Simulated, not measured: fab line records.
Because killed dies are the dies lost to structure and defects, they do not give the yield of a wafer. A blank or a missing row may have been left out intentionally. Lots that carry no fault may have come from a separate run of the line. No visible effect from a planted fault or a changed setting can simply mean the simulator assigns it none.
A lot that was struck, set against a sound lot ; flow ritCmos ; 16 out of 202 route steps
Sound: wafers L594.2, L594.4, L594.5. Struck: wafers L609.1, L609.3, L609.4. The cause comes at the end.
Per side, at each step with rows, come the tool, then ch with its chambers, and then its first start. Under that, the readings that differ: sound wafers ; struck wafers ; difference of the means ; sigmas: that difference in standard deviations of wafers without a fault.
alike: readings whose means differ by less than 2 such deviations, and words and numbers that are the same on both sides. not compared: withheld readings, readings that some wafer has no value for, bounds like >300 that may hide the same value, and numbers for which the record gives no deviation and whose values overlap.
The two part at a step that has a row with sigmas, a row that says differs or no value, or rows on one side only. Numbers that don't overlap but have no deviation are shown without sigmas and don't part them. Lack of a reading on every wafer of one side parts them only where that side has two or more wafers.

first, 4 steps without rows for these wafers: RIT_PLDD_SOFTBAKE_02 (time 60 s); RIT_PLDD_EXPOSE_03 (exposes mask M8, target cd 40900 nm); RIT_PLDD_PEB_04; RIT_PLDD_DEVELOP_05 (develop time 50 s).
RIT_PLDD_OVL_MEAS_06:
  sound on overlay-02 at day 3 05:05; struck on overlay-01 at day 6 04:04
  alike: PLDD_OVL
then, 2 steps without rows for these wafers: RIT_PLDD_HARDBAKE_07 (time 60 s); RIT_PLDD_IMPLANT_08.
RIT_PLDD_STRIP_09: strips in O2, time 180 s.
  sound on plasmaAsher-04 ch 0,1, day 3 05:25; struck on plasmaAsher-01 ch 0,1, day 6 04:24
  alike: drypumpMotorCurrentA, o2FlowSccm
  not compared: rfHoursCounterH
RIT_PLDD_TW_MEAS_10:
  sound on filmMetro-04 at day 3 05:36; struck on filmMetro-02 at day 6 04:34
reading;sound;struck;difference;sigmas
PLDD_TW;2374 2359 2377;2316 2311 2310;-58;-2
then, 3 steps without rows for these wafers: RIT_SPACER_CLEAN_00 (cleans in SC1, time 600 s); RIT_SPACER_CLEAN_01 (cleans in dHF, time 30 s); RIT_SPACER_CLEAN_02 (cleans in SC2, time 600 s).
RIT_SPACER_CVD_03: deposits Si3N4 from SiH2Cl2/NH3, target thk 250 nm, time 3300 s.
  sound on lpcvd-01 ch 0, day 3 06:03; struck on lpcvd-02 ch 0, day 6 05:00
reading;sound;struck;difference;sigmas
spikeTcCentreC (C);815.0 811.5 811.4;831.4 832.6 830.7;+18.9;+16
spikeTcLoadC (C);831.5 830.9 830.3;852.9 849.8 851.5;+20.5;+11
spikeTcSourceC (C);832.0 832.3 832.2;848.3 847.5 848.9;+16.1;+8
zonePowerSourcePct (%);19.0 19.1 18.8;21.2 21.1 21.1;+2.2;+5
model.Si3N4_of_SPACER_CVD_03.thkNm (nm);249.4 249.6 251.1;351 349.5 351.8;+101;
  alike: nh3FlowSccm
RIT_SPACER_THK_MEAS_04:
  sound on filmMetro-03 at day 3 07:59; struck on filmMetro-04 at day 6 06:55
reading;sound;struck;difference;sigmas
SPACER_NITRIDE_THK (nm);249.4 249.5 251.1;351.0 349.4 352.1;+100.8;+42
RIT_SPACER_ETCHBACK_05: etches Si3N4 in SF6/CHF3, stops on SiO2, target depth 250 nm, time 240 s.
  sound on rieDiel-02 ch 0,1,3, day 3 08:02; struck on rieDiel-03 ch 1,3, day 6 06:59
reading;sound;struck;difference;sigmas
oesProductAu (a.u.);0.851 0.846 0.843;1.029 1.027 1.038;+0.185;+15
model.Si3N4_of_SPACER_CVD_03.thkNm (nm);195 195.4 195.9;274.5 272.8 274.3;+78.4;
model.etch.depthNm (nm);249.4 249.6 251.1;315.3 317.5 318.6;+67.1;
  alike: drypumpMotorCurrentA, throttleValvePct
  not compared: rfHoursCounterH
RIT_M1_PROBE_99:
  sound on prober-01 at day 3 19:56; struck on prober-01 at day 6 18:05
reading;sound;struck;difference;sigmas
killedAtFrontEnd;0 4 4;264 264 264;+261;+79
killedDies;0 4 4;264 264 264;+261;+79
killedOnRim;0 2 0;70 70 70;+69;+46
killedOpen;0 2 4;14 10 7;+8;+4
killedShort;0 2 0;6 10 8;+7;+3

## WHERE THEY PART
First at RIT_PLDD_TW_MEAS_10; last, within this record, at RIT_M1_PROBE_99.

WHY: what the simulator had put in
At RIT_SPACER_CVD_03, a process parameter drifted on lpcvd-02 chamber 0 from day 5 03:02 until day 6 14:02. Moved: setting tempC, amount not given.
